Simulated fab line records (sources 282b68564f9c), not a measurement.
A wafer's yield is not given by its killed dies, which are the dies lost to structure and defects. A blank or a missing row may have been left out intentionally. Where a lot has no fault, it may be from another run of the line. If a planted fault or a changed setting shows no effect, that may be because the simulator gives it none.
What tool caused it? || flow rit cmos || 14 lots, 42 wafers sampled, at 7 steps of a route of 202

## WHAT THE GAUGES SHOWED, per wafer
RIT_FOX2_THK_MEAS_01. Usual: FOX2_OXIDE_THK typically reads 359 nm, with standard deviation 8.3.
{"lot": "L737", "measured": "day 1 19:11", "on": "film metro-01", "FOX2_OXIDE_THK (nm)": "364 359 363", "flag": ""}
{"lot": "L738", "measured": "day 2 00:08", "on": "film metro-03", "FOX2_OXIDE_THK (nm)": "363 365 359", "flag": ""}
{"lot": "L739", "measured": "day 2 05:30", "on": "film metro-04", "FOX2_OXIDE_THK (nm)": "355 350 354", "flag": ""}
{"lot": "L740", "measured": "day 2 10:38", "on": "film metro-01", "FOX2_OXIDE_THK (nm)": "350 356 348", "flag": ""}
{"lot": "L741", "measured": "day 2 16:25", "on": "film metro-01", "FOX2_OXIDE_THK (nm)": "356 361 358", "flag": ""}
{"lot": "L742", "measured": "day 2 20:40", "on": "film metro-01", "FOX2_OXIDE_THK (nm)": "368 377 367", "flag": ""}
{"lot": "L744", "measured": "day 3 06:21", "on": "film metro-01", "FOX2_OXIDE_THK (nm)": "345 340 345", "flag": ""}
{"lot": "L747", "measured": "day 3 20:22", "on": "film metro-04", "FOX2_OXIDE_THK (nm)": "357 357 355", "flag": ""}
{"lot": "L753", "measured": "day 5 02:22", "on": "film metro-04", "FOX2_OXIDE_THK (nm)": "291 294 291", "flag": "OFF"}
{"lot": "L755", "measured": "day 5 12:54", "on": "film metro-01", "FOX2_OXIDE_THK (nm)": "295 282 292", "flag": "OFF"}
{"lot": "L757", "measured": "day 5 22:27", "on": "film metro-04", "FOX2_OXIDE_THK (nm)": "369 368 367", "flag": ""}
{"lot": "L758", "measured": "day 6 04:08", "on": "film metro-04", "FOX2_OXIDE_THK (nm)": "364 368 366", "flag": ""}
{"lot": "L759", "measured": "day 6 08:19", "on": "film metro-04", "FOX2_OXIDE_THK (nm)": "365 368 366", "flag": ""}
{"lot": "L760", "measured": "day 6 13:35", "on": "film metro-04", "FOX2_OXIDE_THK (nm)": "352 347 350", "flag": ""}

RIT_FOX2_THK_MEAS_90. Usual: FIELD_OXIDE_LEFT_1_THK typically reads 332 nm, with standard deviation 8.3.
{"lot": "L737", "measured": "day 1 20:04", "on": "film metro-03", "FIELD_OXIDE_LEFT_1_THK (nm)": "337 331 336", "flag": ""}
{"lot": "L738", "measured": "day 2 01:04", "on": "film metro-03", "FIELD_OXIDE_LEFT_1_THK (nm)": "335 337 332", "flag": ""}
{"lot": "L739", "measured": "day 2 06:22", "on": "film metro-04", "FIELD_OXIDE_LEFT_1_THK (nm)": "327 323 327", "flag": ""}
{"lot": "L740", "measured": "day 2 11:35", "on": "film metro-04", "FIELD_OXIDE_LEFT_1_THK (nm)": "323 328 321", "flag": ""}
{"lot": "L741", "measured": "day 2 17:17", "on": "film metro-04", "FIELD_OXIDE_LEFT_1_THK (nm)": "329 334 331", "flag": ""}
{"lot": "L742", "measured": "day 2 21:33", "on": "film metro-01", "FIELD_OXIDE_LEFT_1_THK (nm)": "342 350 339", "flag": ""}
{"lot": "L744", "measured": "day 3 07:13", "on": "film metro-03", "FIELD_OXIDE_LEFT_1_THK (nm)": "317 313 318", "flag": ""}
{"lot": "L747", "measured": "day 3 21:15", "on": "film metro-04", "FIELD_OXIDE_LEFT_1_THK (nm)": "330 330 328", "flag": ""}
{"lot": "L753", "measured": "day 5 03:18", "on": "film metro-03", "FIELD_OXIDE_LEFT_1_THK (nm)": "264 267 263", "flag": "OFF"}
{"lot": "L755", "measured": "day 5 13:46", "on": "film metro-03", "FIELD_OXIDE_LEFT_1_THK (nm)": "267 255 265", "flag": "OFF"}
{"lot": "L757", "measured": "day 5 23:20", "on": "film metro-03", "FIELD_OXIDE_LEFT_1_THK (nm)": "341 341 339", "flag": ""}
{"lot": "L758", "measured": "day 6 05:01", "on": "film metro-04", "FIELD_OXIDE_LEFT_1_THK (nm)": "337 341 339", "flag": ""}
{"lot": "L759", "measured": "day 6 09:12", "on": "film metro-04", "FIELD_OXIDE_LEFT_1_THK (nm)": "338 339 338", "flag": ""}
{"lot": "L760", "measured": "day 6 14:28", "on": "film metro-04", "FIELD_OXIDE_LEFT_1_THK (nm)": "324 319 323", "flag": ""}

RIT_FOX2_THK_MEAS_91. Usual: FIELD_OXIDE_LEFT_2_THK typically reads 263 nm, with standard deviation 8.4.
{"lot": "L737", "measured": "day 2 08:26", "on": "film metro-04", "FIELD_OXIDE_LEFT_2_THK (nm)": "270 264 269", "flag": ""}
{"lot": "L738", "measured": "day 2 13:24", "on": "film metro-03", "FIELD_OXIDE_LEFT_2_THK (nm)": "266 268 262", "flag": ""}
{"lot": "L739", "measured": "day 2 19:08", "on": "film metro-01", "FIELD_OXIDE_LEFT_2_THK (nm)": "258 254 259", "flag": ""}
{"lot": "L740", "measured": "day 2 23:51", "on": "film metro-01", "FIELD_OXIDE_LEFT_2_THK (nm)": "254 259 252", "flag": ""}
{"lot": "L741", "measured": "day 3 05:40", "on": "film metro-04", "FIELD_OXIDE_LEFT_2_THK (nm)": "261 266 263", "flag": ""}
{"lot": "L742", "measured": "day 3 10:20", "on": "film metro-03", "FIELD_OXIDE_LEFT_2_THK (nm)": "274 282 272", "flag": ""}
{"lot": "L744", "measured": "day 3 19:23", "on": "film metro-03", "FIELD_OXIDE_LEFT_2_THK (nm)": "249 244 249", "flag": ""}
{"lot": "L747", "measured": "day 4 09:32", "on": "film metro-04", "FIELD_OXIDE_LEFT_2_THK (nm)": "262 263 261", "flag": ""}
{"lot": "L753", "measured": "day 5 16:38", "on": "film metro-04", "FIELD_OXIDE_LEFT_2_THK (nm)": "197 199 197", "flag": "OFF"}
{"lot": "L755", "measured": "day 6 02:22", "on": "film metro-04", "FIELD_OXIDE_LEFT_2_THK (nm)": "199 186 196", "flag": "OFF"}
{"lot": "L757", "measured": "day 6 11:55", "on": "film metro-04", "FIELD_OXIDE_LEFT_2_THK (nm)": "274 274 272", "flag": ""}
{"lot": "L758", "measured": "day 6 17:24", "on": "film metro-01", "FIELD_OXIDE_LEFT_2_THK (nm)": "268 271 270", "flag": ""}
{"lot": "L759", "measured": "day 6 21:34", "on": "film metro-01", "FIELD_OXIDE_LEFT_2_THK (nm)": "268 271 269", "flag": ""}
{"lot": "L760", "measured": "day 7 02:51", "on": "film metro-01", "FIELD_OXIDE_LEFT_2_THK (nm)": "257 251 255", "flag": ""}

RIT_NLDD_TW_MEAS_10. Usual: NLDD_TW typically reads 2501, with standard deviation 13.
{"lot": "L737", "measured": "day 2 20:50", "on": "film metro-02", "NLDD_TW": "2490 2489 2488", "flag": ""}
{"lot": "L738", "measured": "day 2 22:55", "on": "film metro-03", "NLDD_TW": "2494 2493 2495", "flag": ""}
{"lot": "L739", "measured": "day 3 05:38", "on": "film metro-03", "NLDD_TW": "2496 2509 2513", "flag": ""}
{"lot": "L740", "measured": "day 3 09:04", "on": "film metro-03", "NLDD_TW": "2515 2512 2516", "flag": ""}
{"lot": "L741", "measured": "day 3 15:34", "on": "film metro-03", "NLDD_TW": "2518 2526 2524", "flag": ""}
{"lot": "L742", "measured": "day 3 19:26", "on": "film metro-03", "NLDD_TW": "2504 2501 2522", "flag": ""}
{"lot": "L744", "measured": "day 4 05:50", "on": "film metro-03", "NLDD_TW": "2500 2510 2502", "flag": ""}
{"lot": "L747", "measured": "day 4 19:43", "on": "film metro-03", "NLDD_TW": "2505 2513 2506", "flag": ""}
{"lot": "L753", "measured": "day 6 02:26", "on": "film metro-02", "NLDD_TW": "2518 2511 2506", "flag": ""}
{"lot": "L755", "measured": "day 6 12:19", "on": "film metro-01", "NLDD_TW": "2484 2479 2484", "flag": ""}
{"lot": "L757", "measured": "day 6 23:13", "on": "film metro-03", "NLDD_TW": "2507 2503 2507", "flag": ""}
{"lot": "L758", "measured": "day 7 02:52", "on": "film metro-02", "NLDD_TW": "2500 2495 2496", "flag": ""}
{"lot": "L759", "measured": "day 7 07:17", "on": "film metro-02", "NLDD_TW": "2512 2509 2506", "flag": ""}
{"lot": "L760", "measured": "day 7 12:01", "on": "film metro-01", "NLDD_TW": "2480 2499 2492", "flag": ""}

RIT_SPACER_THK_MEAS_04. Usual: SPACER_NITRIDE_THK typically reads 256.6 nm, with standard deviation 2.4.
{"lot": "L737", "measured": "day 3 00:43", "on": "film metro-01", "SPACER_NITRIDE_THK (nm)": "253.5 254.2 254.8", "flag": ""}
{"lot": "L738", "measured": "day 3 02:48", "on": "film metro-04", "SPACER_NITRIDE_THK (nm)": "259.6 261.9 260.3", "flag": ""}
{"lot": "L739", "measured": "day 3 09:32", "on": "film metro-04", "SPACER_NITRIDE_THK (nm)": "252.7 252.9 252.7", "flag": ""}
{"lot": "L740", "measured": "day 3 12:58", "on": "film metro-01", "SPACER_NITRIDE_THK (nm)": "255.4 257.2 257.5", "flag": ""}
{"lot": "L741", "measured": "day 3 19:22", "on": "film metro-02", "SPACER_NITRIDE_THK (nm)": "258.5 257.5 257.4", "flag": ""}
{"lot": "L742", "measured": "day 3 23:26", "on": "film metro-04", "SPACER_NITRIDE_THK (nm)": "258.6 257.9 258.7", "flag": ""}
{"lot": "L744", "measured": "day 4 09:36", "on": "film metro-02", "SPACER_NITRIDE_THK (nm)": "255.3 255.6 255.6", "flag": ""}
{"lot": "L747", "measured": "day 5 00:27", "on": "film metro-01", "SPACER_NITRIDE_THK (nm)": "260.2 259.8 257.5", "flag": ""}
{"lot": "L753", "measured": "day 6 06:11", "on": "film metro-04", "SPACER_NITRIDE_THK (nm)": "254.5 255.8 256.5", "flag": ""}
{"lot": "L755", "measured": "day 6 16:05", "on": "film metro-02", "SPACER_NITRIDE_THK (nm)": "254.7 256.4 253.3", "flag": ""}
{"lot": "L757", "measured": "day 7 03:07", "on": "film metro-04", "SPACER_NITRIDE_THK (nm)": "255.2 253.7 254.9", "flag": ""}
{"lot": "L758", "measured": "day 7 06:38", "on": "film metro-01", "SPACER_NITRIDE_THK (nm)": "255.1 256.0 253.8", "flag": ""}
{"lot": "L759", "measured": "day 7 11:12", "on": "film metro-02", "SPACER_NITRIDE_THK (nm)": "254.4 255.7 254.9", "flag": ""}
{"lot": "L760", "measured": "day 7 15:56", "on": "film metro-02", "SPACER_NITRIDE_THK (nm)": "256.2 256.5 254.2", "flag": ""}

## EACH LOT AND THE TOOL THAT RAN IT (in order: tool; ch and the chambers of the sampled wafers; start)
{"lot": "L737", "RIT_FOX2_OXIDATION_00": "furnace-01 ch 0, day 1 17:51", "RIT_PRETRO_STRIP_09": "plasma asher-04 ch 0,1, day 2 07:50"}
{"lot": "L738", "RIT_FOX2_OXIDATION_00": "furnace-02 ch 0, day 1 22:50", "RIT_PRETRO_STRIP_09": "plasma asher-04 ch 0,1, day 2 12:45"}
{"lot": "L739", "RIT_FOX2_OXIDATION_00": "furnace-01 ch 0, day 2 04:11", "RIT_PRETRO_STRIP_09": "plasma asher-01 ch 0,1, day 2 18:29"}
{"lot": "L740", "RIT_FOX2_OXIDATION_00": "furnace-01 ch 0, day 2 09:19", "RIT_PRETRO_STRIP_09": "plasma asher-01 ch 0,1, day 2 23:11"}
{"lot": "L741", "RIT_FOX2_OXIDATION_00": "furnace-01 ch 0, day 2 15:06", "RIT_PRETRO_STRIP_09": "plasma asher-04 ch 0,1, day 3 05:01"}
{"lot": "L742", "RIT_FOX2_OXIDATION_00": "furnace-02 ch 0, day 2 19:21", "RIT_PRETRO_STRIP_09": "plasma asher-01 ch 0,1, day 3 09:40"}
{"lot": "L744", "RIT_FOX2_OXIDATION_00": "furnace-01 ch 0, day 3 05:01", "RIT_PRETRO_STRIP_09": "plasma asher-03 ch 0,1, day 3 18:46"}
{"lot": "L747", "RIT_FOX2_OXIDATION_00": "furnace-04 ch 0, day 3 19:03", "RIT_PRETRO_STRIP_09": "plasma asher-04 ch 0,1, day 4 08:51"}
{"lot": "L753", "RIT_FOX2_OXIDATION_00": "furnace-04 ch 0, day 5 01:02", "RIT_PRETRO_STRIP_09": "plasma asher-04 ch 0, day 5 15:59"}
{"lot": "L755", "RIT_FOX2_OXIDATION_00": "furnace-04 ch 0, day 5 11:34", "RIT_PRETRO_STRIP_09": "plasma asher-03 ch 1, day 6 01:42"}
{"lot": "L757", "RIT_FOX2_OXIDATION_00": "furnace-02 ch 0, day 5 21:08", "RIT_PRETRO_STRIP_09": "plasma asher-04 ch 0,1, day 6 11:16"}
{"lot": "L758", "RIT_FOX2_OXIDATION_00": "furnace-02 ch 0, day 6 02:50", "RIT_PRETRO_STRIP_09": "plasma asher-01 ch 0,1, day 6 16:45"}
{"lot": "L759", "RIT_FOX2_OXIDATION_00": "furnace-02 ch 0, day 6 07:00", "RIT_PRETRO_STRIP_09": "plasma asher-01 ch 0,1, day 6 20:55"}
{"lot": "L760", "RIT_FOX2_OXIDATION_00": "furnace-02 ch 0, day 6 12:17", "RIT_PRETRO_STRIP_09": "plasma asher-03 ch 0,1, day 7 02:12"}
- RIT_FOX2_OXIDATION_00: target thk 350.7 nm, ox time 1181 s.
- RIT_PRETRO_STRIP_09: strips in O2, time 180 s.

## WHAT THE TOOLS THEMSELVES READ (means of the sampled wafers that have a number; where no wafer has one, the mark that the record gives instead)
RIT_FOX2_OXIDATION_00. Usual: spike tc centre C 1103.5 C, standard deviation 1.6; spike tc load C 1123.9 C, standard deviation 2.1; spike tc source C 1123.5 C, standard deviation 1.9; tube center temp C 1100 C, standard deviation 0.091; tube_center_temp_C_max 1102.8, standard deviation 0.47.
{"lot": "L737", "tool": "furnace-01", "spike tc centre C (C)": 1103.1, "spike tc load C (C)": 1122.1, "spike tc source C (C)": 1124.7, "tube center temp C (C)": 1100, "tube_center_temp_C_max": 1102.8, "flag": ""}
{"lot": "L738", "tool": "furnace-02", "spike tc centre C (C)": 1102.7, "spike tc load C (C)": 1126.8, "spike tc source C (C)": 1123.4, "tube center temp C (C)": 1100, "tube_center_temp_C_max": 1103.1, "flag": ""}
{"lot": "L739", "tool": "furnace-01", "spike tc centre C (C)": 1104.3, "spike tc load C (C)": 1122.4, "spike tc source C (C)": 1125.5, "tube center temp C (C)": 1100, "tube_center_temp_C_max": 1102.4, "flag": ""}
{"lot": "L740", "tool": "furnace-01", "spike tc centre C (C)": 1106.2, "spike tc load C (C)": 1122.5, "spike tc source C (C)": 1125.8, "tube center temp C (C)": 1100, "tube_center_temp_C_max": 1102.7, "flag": ""}
{"lot": "L741", "tool": "furnace-01", "spike tc centre C (C)": 1105.3, "spike tc load C (C)": 1122.6, "spike tc source C (C)": 1124.5, "tube center temp C (C)": 1100, "tube_center_temp_C_max": 1103.6, "flag": ""}
{"lot": "L742", "tool": "furnace-02", "spike tc centre C (C)": 1101.2, "spike tc load C (C)": 1126.0, "spike tc source C (C)": 1123.1, "tube center temp C (C)": 1100, "tube_center_temp_C_max": 1103.1, "flag": ""}
{"lot": "L744", "tool": "furnace-01", "spike tc centre C (C)": 1104.9, "spike tc load C (C)": 1122.5, "spike tc source C (C)": 1124.6, "tube center temp C (C)": 1100, "tube_center_temp_C_max": 1103.1, "flag": ""}
{"lot": "L747", "tool": "furnace-04", "spike tc centre C (C)": 1104.4, "spike tc load C (C)": 1122.8, "spike tc source C (C)": 1120.3, "tube center temp C (C)": 1100, "tube_center_temp_C_max": 1102.8, "flag": ""}
{"lot": "L753", "tool": "furnace-04", "spike tc centre C (C)": 1063.9, "spike tc load C (C)": 1082.3, "spike tc source C (C)": 1080.3, "tube center temp C (C)": 1060, "tube_center_temp_C_max": 1063.2, "flag": "OFF"}
{"lot": "L755", "tool": "furnace-04", "spike tc centre C (C)": 1063.7, "spike tc load C (C)": 1082.3, "spike tc source C (C)": 1080.4, "tube center temp C (C)": 1060, "tube_center_temp_C_max": 1062.6, "flag": "OFF"}
{"lot": "L757", "tool": "furnace-02", "spike tc centre C (C)": 1100.7, "spike tc load C (C)": 1127.7, "spike tc source C (C)": 1123.2, "tube center temp C (C)": 1100, "tube_center_temp_C_max": 1102.8, "flag": ""}
{"lot": "L758", "tool": "furnace-02", "spike tc centre C (C)": 1102.0, "spike tc load C (C)": 1127.1, "spike tc source C (C)": 1124.0, "tube center temp C (C)": 1100, "tube_center_temp_C_max": 1102.8, "flag": ""}
{"lot": "L759", "tool": "furnace-02", "spike tc centre C (C)": 1101.9, "spike tc load C (C)": 1126.4, "spike tc source C (C)": 1124.7, "tube center temp C (C)": 1100, "tube_center_temp_C_max": 1102.9, "flag": ""}
{"lot": "L760", "tool": "furnace-02", "spike tc centre C (C)": 1101.7, "spike tc load C (C)": 1126.2, "spike tc source C (C)": 1123.8, "tube center temp C (C)": 1100, "tube_center_temp_C_max": 1103.0, "flag": ""}

RIT_PRETRO_STRIP_09. Usual: chamber pressure mTorr 4000 mTorr, standard deviation 3.7; drypump motor current A 5.7 A, standard deviation 0.4.
{"lot": "L737", "tool": "plasma asher-04", "chamber pressure mTorr (mTorr)": 4003, "drypump motor current A (A)": 5.7, "flag": ""}
{"lot": "L738", "tool": "plasma asher-04", "chamber pressure mTorr (mTorr)": 4002, "drypump motor current A (A)": 5.7, "flag": ""}
{"lot": "L739", "tool": "plasma asher-01", "chamber pressure mTorr (mTorr)": 4003, "drypump motor current A (A)": 5.7, "flag": ""}
{"lot": "L740", "tool": "plasma asher-01", "chamber pressure mTorr (mTorr)": 4001, "drypump motor current A (A)": 5.7, "flag": ""}
{"lot": "L741", "tool": "plasma asher-04", "chamber pressure mTorr (mTorr)": 3999, "drypump motor current A (A)": 5.9, "flag": ""}
{"lot": "L742", "tool": "plasma asher-01", "chamber pressure mTorr (mTorr)": 3998, "drypump motor current A (A)": 5.7, "flag": ""}
{"lot": "L744", "tool": "plasma asher-03", "chamber pressure mTorr (mTorr)": 4000, "drypump motor current A (A)": 5.6, "flag": ""}
{"lot": "L747", "tool": "plasma asher-04", "chamber pressure mTorr (mTorr)": 4000, "drypump motor current A (A)": 6.0, "flag": ""}
{"lot": "L753", "tool": "plasma asher-04", "chamber pressure mTorr (mTorr)": 4001, "drypump motor current A (A)": 5.5, "flag": ""}
{"lot": "L755", "tool": "plasma asher-03", "chamber pressure mTorr (mTorr)": 4000, "drypump motor current A (A)": 6.1, "flag": ""}
{"lot": "L757", "tool": "plasma asher-04", "chamber pressure mTorr (mTorr)": 3999, "drypump motor current A (A)": 5.7, "flag": ""}
{"lot": "L758", "tool": "plasma asher-01", "chamber pressure mTorr (mTorr)": 3999, "drypump motor current A (A)": 5.7, "flag": ""}
{"lot": "L759", "tool": "plasma asher-01", "chamber pressure mTorr (mTorr)": 4004, "drypump motor current A (A)": 5.7, "flag": ""}
{"lot": "L760", "tool": "plasma asher-03", "chamber pressure mTorr (mTorr)": 3998, "drypump motor current A (A)": 5.6, "flag": ""}

## THE ANSWER, worked out from the rows above alone
Rule: a lot is off if the mean of its wafers that have a number lies more than 3 standard deviations from the usual mean. A lot without any number at a reading at which 4 lots or more have one is off too. All remaining lots with rows at the step are treated as sound. First the gauges in route order, then the tools' own readings, where a lot's mean is used as printed above. At the first step where some lot is off, the reading lying furthest off is the one used; lots without a number count as furthest.
Off: at RIT_FOX2_THK_MEAS_01 (FOX2_OXIDE_THK), L753, L755.
A tool fits if, at a process step before that reading, it ran every lot that is off, and no sound lot after the first of them. The gauges at RIT_FOX2_THK_MEAS_01 aren't tried: what is off there is off at RIT_FOX2_THK_MEAS_90 too, on other tools, and a gauge's error can't cause that. One fits: furnace-04 at RIT_FOX2_OXIDATION_00. A fault onset in the window from L747 (day 3 19:03, its last sound lot) to L753 (day 5 01:02, its first lot off) fits.
The tool's own readings at RIT_FOX2_OXIDATION_00 bear it out: on the lots that are off they differ by more than 5 times the standard deviation of the sound lots' means. spike tc centre C reads 1063.8 C there against 1103.2 C on the sound lots; spike tc load C reads 1082.3 C there against 1124.6 C on the sound lots; spike tc source C reads 1080.3 C there against 1124.0 C on the sound lots; tube center temp C reads 1060 C there against 1100 C on the sound lots; tube_center_temp_C_max reads 1062.9 there against 1102.9 on the sound lots.

## WHAT THE SIMULATOR HAD PUT IN
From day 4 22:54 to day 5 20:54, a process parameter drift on furnace-04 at RIT_FOX2_OXIDATION_00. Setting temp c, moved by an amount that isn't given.
Lots struck among those shown: L753, L755. The same result came from the rule above.
